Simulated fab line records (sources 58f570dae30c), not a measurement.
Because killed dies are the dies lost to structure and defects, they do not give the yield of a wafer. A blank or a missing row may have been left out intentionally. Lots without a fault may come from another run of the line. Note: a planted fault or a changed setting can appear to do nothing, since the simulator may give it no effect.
Which tool is to blame? || flow berkeley cmos170 || 7 lots with 21 wafers sampled at 2 steps, on a route of 331 steps

## WHAT EACH GAUGE READ, for each wafer
UCB170_NVT_TW_MEAS_09.
{"lot": "L400", "measured": "day 5 14:49", "on": "film metro-03", "NVT_TW": "523.2 521.9 525.3"}
{"lot": "L403", "measured": "day 6 09:55", "on": "film metro-03", "NVT_TW": "521.8 525.5 526.9"}
{"lot": "L405", "measured": "day 6 21:08", "on": "film metro-02", "NVT_TW": "524.2 522.6 525.0"}
{"lot": "L406", "measured": "day 7 09:35", "on": "film metro-02", "NVT_TW": "525.6 527.9 525.8"}
{"lot": "L413", "measured": "day 8 11:05", "on": "film metro-03", "NVT_TW": "552.3 557.0 552.1"}
{"lot": "L419", "measured": "day 9 18:31", "on": "film metro-02", "NVT_TW": "525.3 524.9 526.5"}
{"lot": "L422", "measured": "day 10 15:02", "on": "film metro-03", "NVT_TW": "523.5 526.5 525.2"}

## EACH LOT AND THE TOOL THAT RAN IT (in order: tool; ch and the chambers of the sampled wafers; start)
{"lot": "L400", "UCB170_NVT_IMPLANT_07": "implanter-02 ch 0, day 5 14:35"}
{"lot": "L403", "UCB170_NVT_IMPLANT_07": "implanter-02 ch 0, day 6 09:40"}
{"lot": "L405", "UCB170_NVT_IMPLANT_07": "implanter-03 ch 0, day 6 20:53"}
{"lot": "L406", "UCB170_NVT_IMPLANT_07": "implanter-02 ch 0, day 7 09:21"}
{"lot": "L413", "UCB170_NVT_IMPLANT_07": "implanter-03 ch 0, day 8 10:50"}
{"lot": "L419", "UCB170_NVT_IMPLANT_07": "implanter-04 ch 0, day 9 18:16"}
{"lot": "L422", "UCB170_NVT_IMPLANT_07": "implanter-04 ch 0, day 10 14:47"}
- UCB170_NVT_IMPLANT_07

## THE ANSWER, worked out from the rows above alone
Rule: what is usual is taken from the lots themselves. Put in order of their means at a reading, lots are off if they are a third of the lots or fewer, leave a main group of 4 or more, and stand apart from it by a gap of 3 or more times the standard deviation of the main group's means; of several such gaps the widest counts. A main group whose means are all the same, to the digits that the tables above print for the reading, isn't used. Also off: a lot with no number at a reading for which 4 or more lots have one. Any other lot the step has rows for is counted as sound.
Off: L413, seen at UCB170_NVT_TW_MEAS_09 (NVT_TW). Main group: mean 524.9, sd 0.99.
A tool fits if, at a process step before that reading, it ran every lot that is off, and no sound lot after the first of them. Gauges at UCB170_NVT_TW_MEAS_09: tried the same way as those tools. One candidate fits, namely implanter-03 at UCB170_NVT_IMPLANT_07. A fault onset in the window from L405 (day 6 20:53, its last sound lot) to L413 (day 8 10:50, its first lot off) fits.

## WHAT HAD BEEN PUT IN BY THE SIMULATOR
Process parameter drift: implanter-03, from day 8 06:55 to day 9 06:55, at UCB170_NVT_IMPLANT_07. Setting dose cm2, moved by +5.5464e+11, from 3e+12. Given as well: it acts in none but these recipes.
Shown lots that were struck: L413. The rule above found the same.
